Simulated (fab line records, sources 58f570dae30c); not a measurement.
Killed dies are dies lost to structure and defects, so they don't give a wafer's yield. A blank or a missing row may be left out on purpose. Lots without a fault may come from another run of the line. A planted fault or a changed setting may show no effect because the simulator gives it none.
Split-lot experiment | flow berkeley_cmos170 | 5 lots, 27 wafers read, on a route of 331 steps

THE SPLIT
At UCB170_SDANNEAL_RTA_01 (time 5 s), the setting time_s was moved away from the recipe's 5 s on 12 of the 27 wafers read, by -52.7% to -18.7%. The other wafers ran this setting at the recipe's value.

FROM THE SPLIT TO THE READING: what the file shows between them, 2 steps
- UCB170_SDANNEAL_RS_MEAS_02: measures by four-point-probe
- UCB170_SDANNEAL_RS_MEAS_03: measures by four-point-probe

THE READING
PLDD_RS, in ohm/sq, at UCB170_SDANNEAL_RS_MEAS_04 (measures by four-point-probe). Fault-free wafers of this fab line usually give 1032.4 ohm/sq, standard deviation 2.7 ohm/sq.

wafer  | tool, chamber at the split | time_s as run, s | against the recipe | PLDD_RS, ohm/sq | against lot-mates on the recipe
L075.1 | rtp_anneal-01, 0           | 5                | recipe             | 1038.2          | -
L075.2 | rtp_anneal-01, 0           | 5                | recipe             | 1036.7          | -
L075.3 | rtp_anneal-01, 0           | 2.364            | -52.7%             | 1047.9          | +10.8
L075.4 | rtp_anneal-01, 0           | 2.364            | -52.7%             | 1049.9          | +12.8
L075.5 | rtp_anneal-01, 0           | 2.364            | -52.7%             | 1048.0          | +10.9
L075.6 | rtp_anneal-01, 0           | 5                | recipe             | 1036.4          | -
L077.1 | rtp_anneal-01, 0           | 2.55             | -49.0%             | 1046.9          | +11.8
L077.2 | rtp_anneal-01, 0           | 5                | recipe             | 1036.6          | -
L077.3 | rtp_anneal-01, 0           | 2.55             | -49.0%             | 1044.0          | +8.9
L077.4 | rtp_anneal-01, 0           | 2.55             | -49.0%             | 1046.4          | +11.3
L077.5 | rtp_anneal-01, 0           | 5                | recipe             | 1034.5          | -
L077.6 | rtp_anneal-01, 0           | 5                | recipe             | 1034.2          | -
L076.1 | rtp_anneal-02, 0           | 5                | recipe             | 1029.6          | -
L076.2 | rtp_anneal-02, 0           | 3.985            | -20.3%             | 1034.5          | +3.6
L076.3 | rtp_anneal-02, 0           | 3.985            | -20.3%             | 1035.3          | +4.4
L076.4 | rtp_anneal-02, 0           | 3.985            | -20.3%             | 1035.5          | +4.6
L076.5 | rtp_anneal-02, 0           | 5                | recipe             | 1032.3          | -
L076.6 | rtp_anneal-02, 0           | 5                | recipe             | 1030.9          | -
L078.1 | rtp_anneal-02, 0           | 5                | recipe             | 1026.7          | -
L078.2 | rtp_anneal-02, 0           | 4.064            | -18.7%             | 1034.3          | +6.5
L078.3 | rtp_anneal-02, 0           | 4.064            | -18.7%             | 1035.4          | +7.6
L078.4 | rtp_anneal-02, 0           | 4.064            | -18.7%             | 1033.6          | +5.8
L078.5 | rtp_anneal-02, 0           | 5                | recipe             | 1028.2          | -
L078.6 | rtp_anneal-02, 0           | 5                | recipe             | 1028.5          | -
L081.2 | rtp_anneal-02, 0           | 5                | recipe             | 1029.1          | -
L081.4 | rtp_anneal-02, 0           | 5                | recipe             | 1034.0          | -
L081.6 | rtp_anneal-02, 0           | 5                | recipe             | 1029.7          | -

THE FIT
A straight line over all 27 wafers: PLDD_RS changes by -0.285 ohm/sq for each +1% of time_s; r = -0.88; the points scatter about the line by 3.2 ohm/sq.
The same after taking each lot's own level away (the mean of its wafers on the recipe; 27 wafers): -0.22 ohm/sq for each +1%; r = -0.95; scatter 1.5 ohm/sq.
On that fit, the largest move of time_s shifts the reading by 12 ohm/sq.
The lots' own levels span 1027.80 to 1037.10 ohm/sq, that is 3.4 times the standard deviation above.
So the lot-to-lot level changes the slope: the two fits differ.
Check: with one of the wafers moved furthest among these (-52.7%) left out of the fit, the line predicts +12 ohm/sq for it against its lot-mates. It came out at +10.8 ohm/sq against them.

OTHER SPLITS ON THESE WAFERS
These wafers also went through other splits before the reading. Each is held against what the fit with the lots' levels taken away leaves over:
other split on the same wafers           | wafers away from the commonest value | r with PLDD_RS (lot level and that fit taken away)
UCB170_ZERO_ETCH_06 time_s               | 12                                   | -0.09
UCB170_PWELL_ETCH_14 time_s              | 9                                    | -0.28
UCB170_GATE_OXIDATION_01 ox_time_s       | 18                                   | -0.29
UCB170_SPACER_ETCHBACK_03 target_depth_a | 9                                    | +0.19

THE WHOLE CHAIN: every reading that the file lists as answering this split, in the file's order
step                       | what it does                 | reading | change (the file's fit)             | r (the file's)
UCB170_SDANNEAL_RS_MEAS_02 | measures by four-point-probe | PSD_RS  | -0.295 for each +1% of the setting  | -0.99
UCB170_SDANNEAL_RS_MEAS_03 | measures by four-point-probe | NSD_RS  | -0.0408 for each +1% of the setting | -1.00
UCB170_SDANNEAL_RS_MEAS_04 | measures by four-point-probe | PLDD_RS | -0.225 for each +1% of the setting  | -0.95

THE FILE'S OWN FIT
PLDD_RS changes by -0.225 ohm/sq for each +1% of time_s, r = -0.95.
